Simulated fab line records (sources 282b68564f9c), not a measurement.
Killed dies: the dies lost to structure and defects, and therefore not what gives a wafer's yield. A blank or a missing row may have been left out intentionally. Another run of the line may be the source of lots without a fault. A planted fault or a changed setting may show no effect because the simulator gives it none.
Which of the tools did it? | flow ritCmos | 45 wafers sampled from 15 lots at 1 step of a route of 202

WHAT THE GAUGES SHOWED, per wafer
The record holds no reading of a measuring or inspecting step that can be judged against a usual standard deviation.

EACH LOT AND THE TOOL THAT RAN IT (in order: tool; ch and the chambers of the sampled wafers; start)
lot  | RIT_CONTACT_EXPOSE_05
L871 | ilineStepper-01 ch 0, day 3 06:12
L872 | ilineStepper-02 ch 0, day 3 08:13
L873 | ilineStepper-02 ch 0, day 3 14:36
L875 | ilineStepper-02 ch 0, day 4 00:55
L876 | ilineStepper-01 ch 0, day 4 04:36
L877 | ilineStepper-02 ch 0, day 4 08:18
L878 | ilineStepper-01 ch 0, day 4 14:50
L881 | ilineStepper-01 ch 0, day 5 05:42
L882 | ilineStepper-02 ch 0, day 5 10:56
L883 | ilineStepper-02 ch 0, day 5 14:38
L885 | ilineStepper-01 ch 0, day 6 01:58
L891 | ilineStepper-02 ch 0, day 7 08:32
L892 | ilineStepper-02, day 7 11:47
L893 | ilineStepper-02, day 7 16:45
L894 | ilineStepper-02, day 7 21:22
- RIT_CONTACT_EXPOSE_05: exposes mask M11, target cd 1000 nm.

AS READ BY THE TOOLS THEMSELVES (means over the sampled wafers that have a number; for cases with no such wafer, the mark the record gives instead)
RIT_CONTACT_EXPOSE_05. Usual: exposureDoseMJCm2 249.99, standard deviation 0.3; focusOffsetNm 0.0 nm, standard deviation 0.63.
lot  | tool            | exposureDoseMJCm2 | focusOffsetNm (nm) | flag
L871 | ilineStepper-01 | 250.27            | -0.3               | 
L872 | ilineStepper-02 | 250.02            | -0.2               | 
L873 | ilineStepper-02 | 250.16            | 0.2                | 
L875 | ilineStepper-02 | 250.30            | -0.7               | 
L876 | ilineStepper-01 | 250.26            | 0.2                | 
L877 | ilineStepper-02 | 249.91            | 0.3                | 
L878 | ilineStepper-01 | 250.54            | -0.1               | 
L881 | ilineStepper-01 | 250.36            | 0.5                | 
L882 | ilineStepper-02 | 250.06            | 0.6                | 
L883 | ilineStepper-02 | 250.18            | 0.1                | 
L885 | ilineStepper-01 | 249.63            | -1.0               | 
L891 | ilineStepper-02 | 249.52            | -0.6               | 
L892 | ilineStepper-02 | -                 | -                  | OFF
L893 | ilineStepper-02 | -                 | -                  | OFF
L894 | ilineStepper-02 | -                 | -                  | OFF

THE ANSWER, worked out from the rows above alone
Rule: a lot is off if the mean of its wafers that have a number lies more than 3 standard deviations from the usual mean. Also off: a lot with no number at a reading for which 4 or more lots have one. Any other lot the step has rows for is counted as sound. The gauges are gone through in route order, then the tools' own readings, and for those a lot's mean is taken as printed above. At the first step where some lot is off, the reading lying furthest off is the one used; lots without a number count as furthest.
Off: L892, L893, L894 (RIT_CONTACT_EXPOSE_05, exposureDoseMJCm2). Without a number there: L892, L893, L894.
A tool fits if, at that step or a process step before it, it ran every lot that is off, and no sound lot after the first of them. One fits: ilineStepper-02 at RIT_CONTACT_EXPOSE_05. Its last sound lot is L891 (day 7 08:32), its first lot that is off L892 (day 7 11:47): a fault that began between those two fits.
Blank at RIT_CONTACT_EXPOSE_05 on the lots that are off, where sound lots have numbers: exposureDoseMJCm2, focusOffsetNm.

WHAT THE SIMULATOR PUT IN
Skipped step whole: ilineStepper-02, from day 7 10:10 on, at RIT_CONTACT_EXPOSE_05. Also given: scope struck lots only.
Shown lots that were struck: L892, L893, L894. The rule given above showed the same thing.
